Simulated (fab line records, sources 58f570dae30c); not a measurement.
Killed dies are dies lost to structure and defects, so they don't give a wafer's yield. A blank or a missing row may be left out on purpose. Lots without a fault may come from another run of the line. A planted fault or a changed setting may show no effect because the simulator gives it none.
Which tool did it? | flow berkeley_cmos170 | 14 lots, 42 wafers sampled, at 7 steps of a route of 331

WHAT THE GAUGES READ, wafer by wafer
UCB170_NSD_TW_MEAS_10.
lot  | measured     | on            | NSD_TW
L965 | day 7 18:41  | film_metro-04 | 4223 4253 4220
L967 | day 8 10:24  | film_metro-02 | 4167 4163 4170
L966 | day 8 10:47  | film_metro-03 | 4126 4131 4142
L968 | day 8 19:30  | film_metro-03 | 4107 4125 4138
L971 | day 9 19:32  | film_metro-03 | 4114 4115 4105
L972 | day 9 19:46  | film_metro-04 | 4248 4192 4191
L978 | day 10 15:04 | film_metro-04 | 4241 4232 4222
L975 | day 10 15:14 | film_metro-03 | 4108 4122 4111
L976 | day 10 15:20 | film_metro-04 | 4481 4441 4433
L973 | day 10 15:21 | film_metro-03 | 4112 4103 4121
L977 | day 10 15:36 | film_metro-03 | 4321 4338 4351
L984 | day 11 22:21 | film_metro-04 | 4240 4252 4249
L988 | day 12 15:20 | film_metro-03 | 4132 4133 4136
L987 | day 12 15:44 | film_metro-04 | 4253 4266 4251

UCB170_SDANNEAL_RS_MEAS_02: measures by four-point-probe.
lot  | measured     | on            | PSD_RS (ohm/sq)
L965 | day 7 19:59  | film_metro-03 | 75.06 75.40 75.33
L967 | day 8 11:34  | film_metro-02 | 75.15 75.64 75.37
L966 | day 8 11:53  | film_metro-03 | 75.72 75.33 75.29
L968 | day 8 20:35  | film_metro-02 | 75.33 75.92 75.77
L971 | day 9 20:46  | film_metro-03 | 75.44 75.70 76.00
L972 | day 9 20:56  | film_metro-04 | 75.51 75.11 75.70
L978 | day 10 16:15 | film_metro-04 | 75.46 75.31 75.33
L975 | day 10 16:22 | film_metro-03 | 76.04 75.79 75.93
L976 | day 10 16:50 | film_metro-03 | 75.22 75.33 75.59
L973 | day 10 16:44 | film_metro-04 | 75.51 75.58 75.55
L977 | day 10 17:19 | film_metro-04 | 75.49 75.46 75.82
L984 | day 11 23:27 | film_metro-04 | 75.14 75.51 75.12
L988 | day 12 16:34 | film_metro-03 | 75.61 75.96 75.70
L987 | day 12 16:55 | film_metro-04 | 75.62 75.58 75.49

UCB170_SDANNEAL_RS_MEAS_03: measures by four-point-probe.
lot  | measured     | on            | NSD_RS (ohm/sq)
L965 | day 7 20:07  | film_metro-03 | 37.20 37.22 37.15
L967 | day 8 11:41  | film_metro-02 | 37.13 37.17 37.11
L966 | day 8 12:01  | film_metro-03 | 37.21 37.36 37.17
L968 | day 8 20:42  | film_metro-02 | 37.32 37.33 37.29
L971 | day 9 20:53  | film_metro-03 | 37.25 37.15 37.23
L972 | day 9 21:03  | film_metro-04 | 37.39 37.26 37.38
L978 | day 10 16:22 | film_metro-04 | 37.29 37.23 37.36
L975 | day 10 16:29 | film_metro-03 | 37.19 37.17 37.09
L976 | day 10 16:58 | film_metro-03 | 30.31 30.38 30.42
L973 | day 10 16:51 | film_metro-04 | 37.16 37.21 37.28
L977 | day 10 17:26 | film_metro-04 | 30.38 30.39 30.43
L984 | day 11 23:34 | film_metro-04 | 37.23 37.31 37.25
L988 | day 12 16:41 | film_metro-03 | 37.34 37.35 37.23
L987 | day 12 17:02 | film_metro-04 | 37.21 37.26 37.28

UCB170_SDANNEAL_RS_MEAS_04: measures by four-point-probe.
lot  | measured     | on            | PLDD_RS (ohm/sq)
L965 | day 7 20:14  | film_metro-03 | 1029.4 1028.8 1029.4
L967 | day 8 11:48  | film_metro-02 | 1030.7 1031.9 1031.4
L966 | day 8 12:08  | film_metro-03 | 1035.0 1036.7 1031.4
L968 | day 8 20:49  | film_metro-02 | 1032.8 1034.2 1035.2
L971 | day 9 21:01  | film_metro-03 | 1032.4 1032.7 1029.6
L972 | day 9 21:10  | film_metro-04 | 1030.3 1029.2 1029.8
L978 | day 10 16:29 | film_metro-04 | 1032.3 1028.6 1030.4
L975 | day 10 16:36 | film_metro-03 | 1030.3 1033.8 1034.0
L976 | day 10 17:05 | film_metro-03 | 1027.0 1028.6 1028.3
L973 | day 10 16:58 | film_metro-04 | 1036.3 1034.5 1033.2
L977 | day 10 17:33 | film_metro-04 | 1029.7 1028.6 1029.6
L984 | day 11 23:41 | film_metro-04 | 1033.9 1033.0 1030.4
L988 | day 12 16:48 | film_metro-03 | 1028.3 1030.7 1032.4
L987 | day 12 17:10 | film_metro-04 | 1030.3 1030.2 1029.1

WHICH TOOL RAN EACH LOT (tool, then ch and the chambers of the sampled wafers, then the start)
lot  | UCB170_NSD_IMPLANT_08           | UCB170_NSD_STRIP_09                  | UCB170_BACKSIDE_STRIP_03
L965 | implanter-01 ch 0, day 7 18:28  | plasma_asher-04 ch 0,1, day 7 18:35  | plasma_asher-04 ch 0,1, day 7 19:32
L967 | implanter-03 ch 0, day 8 10:10  | plasma_asher-04 ch 0,1, day 8 10:17  | plasma_asher-04 ch 0,1, day 8 11:08
L966 | implanter-01 ch 0, day 8 10:32  | plasma_asher-03 ch 0,1, day 8 10:40  | plasma_asher-01 ch 0,1, day 8 11:28
L968 | implanter-01 ch 0, day 8 19:15  | plasma_asher-04 ch 0,1, day 8 19:24  | plasma_asher-04 ch 0,1, day 8 20:11
L971 | implanter-01 ch 0, day 9 19:19  | plasma_asher-03 ch 0,1, day 9 19:27  | plasma_asher-02 ch 0,1, day 9 20:15
L972 | implanter-02 ch 0, day 9 19:31  | plasma_asher-01 ch 0,1, day 9 19:40  | plasma_asher-04 ch 0, day 9 20:32
L978 | implanter-03 ch 0, day 10 14:49 | plasma_asher-04 ch 0, day 10 14:57   | plasma_asher-02 ch 0, day 10 15:49
L975 | implanter-02 ch 0, day 10 14:59 | plasma_asher-01 ch 0,1, day 10 15:07 | plasma_asher-01 ch 0,1, day 10 15:56
L976 | implanter-01 ch 0, day 10 15:06 | plasma_asher-03 ch 0,1, day 10 15:13 | plasma_asher-02 ch 0,1, day 10 16:16
L973 | implanter-03 ch 0, day 10 15:07 | plasma_asher-04 ch 0,1, day 10 15:14 | plasma_asher-04 ch 0,1, day 10 16:06
L977 | implanter-01 ch 0, day 10 15:21 | plasma_asher-03 ch 0,1, day 10 15:30 | plasma_asher-04 ch 0,1, day 10 16:33
L984 | implanter-02 ch 0, day 11 22:07 | plasma_asher-01 ch 0,1, day 11 22:14 | plasma_asher-04 ch 0,1, day 11 23:02
L988 | implanter-02 ch 0, day 12 15:05 | plasma_asher-01 ch 0,1, day 12 15:13 | plasma_asher-04 ch 0,1, day 12 16:08
L987 | implanter-03 ch 0, day 12 15:31 | plasma_asher-04 ch 0,1, day 12 15:38 | plasma_asher-02 ch 0,1, day 12 16:30
- UCB170_NSD_IMPLANT_08
- UCB170_NSD_STRIP_09: strips in O2.
- UCB170_BACKSIDE_STRIP_03: strips in O2.

WHAT THE TOOLS THEMSELVES READ (means of the sampled wafers that have a number; where no wafer has one, the mark that the record gives instead)
UCB170_NSD_IMPLANT_08.
lot  | tool         | beam_on_s (s) | dose_ions_cm2 | faraday_current_uA
L965 | implanter-01 | 10.20         | 3e+15         | 9081
L967 | implanter-03 | 9.96          | 3e+15         | 9299
L966 | implanter-01 | 10.04         | 3e+15         | 9217
L968 | implanter-01 | 10.07         | 3e+15         | 9188
L971 | implanter-01 | 10.01         | 3e+15         | 9296
L972 | implanter-02 | 10.02         | 3e+15         | 9237
L978 | implanter-03 | 10.17         | 3e+15         | 9134
L975 | implanter-02 | 9.85          | 3e+15         | 9404
L976 | implanter-01 | 15.18         | 6e+15         | 11703
L973 | implanter-03 | 10.14         | 3e+15         | 9125
L977 | implanter-01 | 15.18         | 6e+15         | 11701
L984 | implanter-02 | 10.05         | 3e+15         | 9213
L988 | implanter-02 | 10.18         | 3e+15         | 9113
L987 | implanter-03 | 10.01         | 3e+15         | 9247

UCB170_NSD_STRIP_09.
lot  | tool            | drypump_motor_current_A (A) | oes_product_au (a.u.) | strip_time_to_endpoint_s (s)
L965 | plasma_asher-04 | 5.7                         | 0.533                 | 35.76
L967 | plasma_asher-04 | 5.7                         | 0.532                 | 35.80
L966 | plasma_asher-03 | 5.3                         | 0.538                 | 35.84
L968 | plasma_asher-04 | 5.8                         | 0.536                 | 35.79
L971 | plasma_asher-03 | 5.3                         | 0.534                 | 35.88
L972 | plasma_asher-01 | 5.7                         | 0.531                 | 35.84
L978 | plasma_asher-04 | 5.8                         | 0.531                 | 35.83
L975 | plasma_asher-01 | 6.1                         | 0.537                 | 35.85
L976 | plasma_asher-03 | 5.6                         | 0.482                 | 42.39
L973 | plasma_asher-04 | 5.7                         | 0.531                 | 36.00
L977 | plasma_asher-03 | 5.6                         | 0.484                 | 42.47
L984 | plasma_asher-01 | 6.0                         | 0.530                 | 35.83
L988 | plasma_asher-01 | 5.7                         | 0.537                 | 35.71
L987 | plasma_asher-04 | 5.7                         | 0.535                 | 35.94

UCB170_BACKSIDE_STRIP_03.
lot  | tool            | drypump_motor_current_A (A) | oes_product_au (a.u.) | strip_time_to_endpoint_s (s)
L965 | plasma_asher-04 | 5.7                         | 0.732                 | 21.94
L967 | plasma_asher-04 | 5.7                         | 0.735                 | 21.97
L966 | plasma_asher-01 | 6.0                         | 0.739                 | 21.99
L968 | plasma_asher-04 | 5.7                         | 0.737                 | 21.97
L971 | plasma_asher-02 | 6.0                         | 0.734                 | 22.08
L972 | plasma_asher-04 | 5.8                         | 0.737                 | 21.94
L978 | plasma_asher-02 | 6.5                         | 0.736                 | 21.96
L975 | plasma_asher-01 | 5.7                         | 0.733                 | 21.94
L976 | plasma_asher-02 | 6.2                         | 0.735                 | 21.88
L973 | plasma_asher-04 | 5.7                         | 0.730                 | 22.02
L977 | plasma_asher-04 | 5.7                         | 0.737                 | 21.98
L984 | plasma_asher-04 | 5.7                         | 0.735                 | 22.02
L988 | plasma_asher-04 | 5.8                         | 0.733                 | 21.95
L987 | plasma_asher-02 | 6.3                         | 0.736                 | 21.99

THE ANSWER, worked out from the rows above alone
Rule: what is usual is taken from the lots themselves. Put in order of their means at a reading, lots are off if they are a third of the lots or fewer, leave a main group of 4 or more, and stand apart from it by a gap of 3 or more times the standard deviation of the main group's means; of several such gaps the widest counts. A main group whose means are all the same, to the digits that the tables above print for the reading, isn't used. A lot without any number at a reading at which 4 lots or more have one is off too. The other lots that the step has rows for count as sound. The gauges are gone through in route order, then the tools' own readings, and for those a lot's mean is taken as printed above. The first step at which some lot is off is used, and at that step the reading that is off furthest; a lot without a number counts as furthest.
Off: L976, L977, at UCB170_SDANNEAL_RS_MEAS_03 (NSD_RS). The main group: mean 37.24 ohm/sq, standard deviation 0.062.
A tool fits if, at a process step before that reading, it ran every lot that is off, and no sound lot after the first of them. The gauges at UCB170_SDANNEAL_RS_MEAS_03 aren't tried: what is off there is off at UCB170_NSD_IMPLANT_08 too, on other tools, and a gauge's error can't cause that. Can't be told from this: 2 tools fit, implanter-01 at UCB170_NSD_IMPLANT_08, plasma_asher-03 at UCB170_NSD_STRIP_09.

WHAT THE SIMULATOR HAD PUT IN
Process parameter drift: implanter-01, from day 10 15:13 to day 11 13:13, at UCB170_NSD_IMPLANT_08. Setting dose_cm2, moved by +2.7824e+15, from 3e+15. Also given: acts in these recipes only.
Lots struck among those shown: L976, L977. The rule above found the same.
